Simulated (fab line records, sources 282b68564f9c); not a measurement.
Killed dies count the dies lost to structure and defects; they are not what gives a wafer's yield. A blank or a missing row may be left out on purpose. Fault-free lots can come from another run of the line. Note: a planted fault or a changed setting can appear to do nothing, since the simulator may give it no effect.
One fault seen from 2 desks -- flow rit_cmos -- only its own numbers are on each desk; what lay behind them is given at the end

== AT THE METROLOGY DESK ==
What the gauges read, lot by lot, whatever tool the lot ran on: means of the sampled wafers that have a number. The brackets show how far a lot's mean lies from the usual mean; more than 4 standard deviations puts the lot out of limits, marked OUT.
Columns: A = PSD_RS at RIT_SDANNEAL_RS_MEAS_04, usual 115.88 ohm/sq; B = NSD_RS at RIT_SDANNEAL_RS_MEAS_05, usual 84.52 ohm/sq; C = PLDD_RS at RIT_SDANNEAL_RS_MEAS_06, usual 178.7 ohm/sq
lot,first seen here,A,B,C
L995,day 3 02:19,115.51,84.38,178.3
L996,day 3 07:57,115.75,84.41,178.3
L997,day 3 15:43,116.15,84.75,178.8
L998,day 3 20:16,115.68,84.45,178.4
L999,day 3 22:16,115.56,84.39,178.4
L103,day 4 18:20,112.41 (-12) OUT,84.01,175.1 (-7.8) OUT
L105,day 5 05:59,112.60 (-11) OUT,83.67,175.5 (-6.9) OUT
L109,day 5 22:41,115.50,84.47,177.6
L111,day 6 13:49,116.46,84.21,179.2
L113,day 6 19:01,115.92,84.54,179.2
L115,day 7 08:03,116.07,84.69,178.6
L117,day 7 15:56,116.03,84.52,178.4
L118,day 7 20:01,116.16,84.48,179.4
Finding of this desk: L103, L105 out of limits, first seen on L103 at day 4 18:20 (PSD_RS at RIT_SDANNEAL_RS_MEAS_04). L995, L996, L997, L998, L999, L109, L111, L113, L115, L117, L118 stayed within limits.

== AT THE TOOL OWNER'S DESK: rtp_anneal-02 ==
At RIT_SDANNEAL_RTA_03 (time 5 s), the tool's own readings, given per lot that ran on this tool as the mean of the sampled wafers with a number. The brackets show how far a lot's mean lies from the usual mean; more than 4 standard deviations puts the lot out of limits, marked OUT.
Columns: A = ramp_down_c_per_s at RIT_SDANNEAL_RTA_03, usual 171.00; B = wafer_temp_C_max at RIT_SDANNEAL_RTA_03, usual 1053.5
lot,first seen here,A,B
L995,day 3 02:15,171.01,1053.8
L997,day 3 15:38,170.99,1052.3
L999,day 3 22:13,170.99,1052.3
L103,day 4 18:16,171.01,1053.1
L105,day 5 05:55,170.97,1054.7
L118,day 7 19:58,170.99,1053.3
This desk's verdict: no lot among the 6 shows anything out of limits.

== BROUGHT TOGETHER ==
Metrology desk: alarm possible at day 4 18:20 on L103, L105.
Nothing out of limits was seen by the tool owner's desk.
The tool owner's desk has L103, L105 on record, within its limits.
Of the lots named, all ran RIT_SDANNEAL_RTA_03 on rtp_anneal-02.

== WHAT THE SIMULATOR HAD PUT IN ==
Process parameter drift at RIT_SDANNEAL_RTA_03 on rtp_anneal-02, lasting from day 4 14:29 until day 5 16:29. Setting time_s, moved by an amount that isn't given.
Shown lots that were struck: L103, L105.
Time in hours between the start of the fault and the first out-of-limits reading at each desk: metrology desk, 4.
